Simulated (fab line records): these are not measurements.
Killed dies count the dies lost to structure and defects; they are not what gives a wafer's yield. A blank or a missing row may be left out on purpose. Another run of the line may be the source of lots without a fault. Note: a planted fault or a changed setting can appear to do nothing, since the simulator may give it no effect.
Code-filled problem report in 8D (eight disciplines) form    flow rit-cmos    the parts of the form that need people (team, actions taken, sign-off) are left out

## 1. PROBLEM STATEMENT
Mean of rf-fwd-power-W at RIT_CONTACT_ETCH_11: 167.8 W across 3 wafers in 2 lots; on wafers with no fault it is 199.6 W (standard deviation 0.58). That puts it -55 standard deviations away from the usual mean.
The step: etches SiO2 in CHF3/CF4/Ar, stops on TiSi2, target depth 480 nm, time 320 s.
First observed at day 5 01:47: wafer L277.1, on rie-diel-02. The record has a number at this step for 40 wafers belonging to 14 lots. By rule, "out" or "out of limits" means more than 4 standard deviations away from the usual mean. Any other wafer with a number is counted as sound.

## 2. WHAT IT IS; WHAT IT IS NOT
question                     is                      is not
which readings at this step  rf-fwd-power-W          drypump-motor-current-A, oes-product-au, throttle-valve-pct
which lots                   L277, L279              L269, L270, L271, L280, L281, L285, L286, L288, L289, L290, L291, L292
which wafers of those lots   L277.1, L279.2, L279.6  L277.5, L277.6, L279.1
read on which tools          rie-diel-02             rie-diel-03, rie-diel-04
when                         from day 5 01:47        up to then (11 sound wafers); but 26 sound wafers of L279, L280, L281, L285, L286, L288, L289, L290, L291, L292 came after

## 3. WHAT RULES OUT EACH SUSPECT
Counting: if a tool at a process step up to the reading ran every lot that is out, it stays a suspect. Sound lots after the first of them don't rule it out here, since some wafers of a struck lot are sound.
- rie-diel-02 at RIT_CONTACT_ETCH_11 (etches SiO2 in CHF3/CF4/Ar, stops on TiSi2, target depth 480 nm, time 320 s): kept. It processed each lot that is out (first: L277, day 5 01:47); up to then, its last sound lot is L269 (day 3 09:14). Its own readings are out on those wafers: rf-fwd-power-W.
- rie-diel-02, RIT_CONTACT_ETCH_11: wafers that are out in chamber 2, sound lot-mates in chambers 0, 1.
Remaining after the count: rie-diel-02 at RIT_CONTACT_ETCH_11.

## 4. THE CAUSE (what the simulator had put in)
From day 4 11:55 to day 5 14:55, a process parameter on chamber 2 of rie-diel-02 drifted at RIT_CONTACT_ETCH_11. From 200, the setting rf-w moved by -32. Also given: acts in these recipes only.
The count eliminated every tool but this one.

## 5. THE CHAIN OF EFFECTS, in route order
Each row: a reading where the mean over the struck wafers with a number is more than 3 standard deviations away from the usual. Scope: only readings with a usual standard deviation given in the record; hours: median across lots of the time from each lot's start at the first step in this table that gives one to its start at this step; sigmas: change in usual standard deviations.
hours  step                 reading         usual    on struck wafers  change  sigmas
0      RIT_CONTACT_ETCH_11  rf-fwd-power-W  199.6 W  167.8             -31.8   -55
Its process steps:
- RIT_CONTACT_ETCH_11: etches SiO2 in CHF3/CF4/Ar, stops on TiSi2, target depth 480 nm, time 320 s.

## 6. WHAT WOULD HAVE CAUGHT IT SOONER
First out-of-limits reading in this record: day 5 01:47, which is 14 hours after fault onset at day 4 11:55.
